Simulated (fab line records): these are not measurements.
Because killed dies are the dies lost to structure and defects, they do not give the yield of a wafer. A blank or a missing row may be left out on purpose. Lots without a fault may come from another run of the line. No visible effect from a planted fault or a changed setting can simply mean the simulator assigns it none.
Split-lot experiment -- flow berkeley-cmos170 -- 23 wafers read across 5 lots, on a route 331 steps long

THE SPLIT ITSELF
At UCB170_M3_METAL_ETCH_18 (etches Al in Cl2/BCl3, stops on SiO2, target depth 1170 nm, time 195 s), the setting icp-w was moved away from the recipe's 600 W on 7 of the 23 wafers read, by -11.1% to +8.6%. All remaining wafers had this setting at the recipe value.

Between the split and the reading, the file records no step.

THE READING
oes-product-au, in a.u., at UCB170_M3_STRIP_19 (strips in O2). Typical for fault-free wafers on this fab line: 0.538 a.u., with standard deviation 0.0079 a.u.

wafer,"tool, chamber at the split","icp-w as run, W",against the recipe,"oes-product-au, a.u.",against lot-mates on the recipe
L077.1,"rie-metal-02, 1",600,recipe,0.542,-
L077.2,"rie-metal-02, 0",600,recipe,0.547,-
L077.3,"rie-metal-02, 0",618.7,+3.1%,0.527,-0.019
L077.4,"rie-metal-02, 1",600,recipe,0.550,-
L077.6,"rie-metal-02, 1",618.7,+3.1%,0.508,-0.038
L079.1,"rie-metal-02, 1",600,recipe,0.529,-
L079.2,"rie-metal-02, 0",651.5,+8.6%,0.487,-0.046
L079.3,"rie-metal-02, 1",600,recipe,0.542,-
L079.5,"rie-metal-02, 1",600,recipe,0.528,-
L079.6,"rie-metal-02, 0",651.5,+8.6%,0.483,-0.050
L082.2,"rie-metal-03, 0",600,recipe,0.536,-
L082.3,"rie-metal-03, 0",600,recipe,0.533,-
L082.5,"rie-metal-03, 1",600,recipe,0.531,-
L084.1,"rie-metal-02, 1",600,recipe,0.521,-
L084.3,"rie-metal-02, 0",600,recipe,0.539,-
L084.4,"rie-metal-02, 1",600,recipe,0.535,-
L084.5,"rie-metal-02, 1",600,recipe,0.535,-
L084.6,"rie-metal-02, 0",600,recipe,0.546,-
L085.2,"rie-metal-02, 1",533.3,-11.1%,0.604,+0.058
L085.3,"rie-metal-02, 1",533.3,-11.1%,0.598,+0.052
L085.4,"rie-metal-02, 0",533.3,-11.1%,0.620,+0.074
L085.5,"rie-metal-02, 0",600,recipe,0.556,-
L085.6,"rie-metal-02, 1",600,recipe,0.536,-

FIT RESULTS
A straight line over all 23 wafers: oes-product-au changes by -0.00623 a.u. for each +1% of icp-w; r = -0.96; the points scatter about the line by 0.0089 a.u.
The same after taking each lot's own level away (the mean of its wafers on the recipe; 23 wafers): -0.00569 a.u. for each +1%; r = -0.96; scatter 0.0081 a.u.
According to that fit, moving icp-w by its largest amount changes the reading by 0.063 a.u.
The lots' own levels span 0.5330 to 0.5463 a.u., that is 1.7 times the standard deviation above.
Consequently the slope shifts little with the lot-to-lot level, the two slopes agreeing.
Check: +0.0636 a.u. against its lot-mates is what the line predicts for one of the wafers moved furthest among these (-11.1%) when that wafer is left out of the fit. It came out at +0.058 a.u. against them.
Tool readings at the split's step, against how far the setting was moved: oes-product-au r = +0.23.

THE OTHER SPLITS THESE WAFERS WENT THROUGH
Other splits were also applied to these wafers ahead of the reading. Each is held against what the fit with the lots' levels taken away leaves over:
other split on the same wafers,wafers away from the commonest value,r with oes-product-au (lot level and that fit taken away)
UCB170_M2_ETCH_17 bias-w,12,+0.00
UCB170_V2_COAT_07 resist-thk-nm,8,+0.10
UCB170_M3_SPUTTER_01 time-s,8,+0.37

THE WHOLE CHAIN: every reading that the file lists as answering this split, in the file's order
step,what it does,reading,change (the file's fit),r (the file's)
UCB170_M3_METAL_ETCH_18,"etches Al in Cl2/BCl3, stops on SiO2, target depth 1170 nm, time 195 s","KrF_of_M3_COAT_10.thk-nm (the simulator's own value, which no gauge read)",-4.91 nm for each +1% of the setting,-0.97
UCB170_M3_STRIP_19,strips in O2,oes-product-au,-0.00573 a.u. for each +1% of the setting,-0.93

FILE'S OWN FIT
oes-product-au changes by -0.00573 a.u. for each +1% of icp-w, r = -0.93.
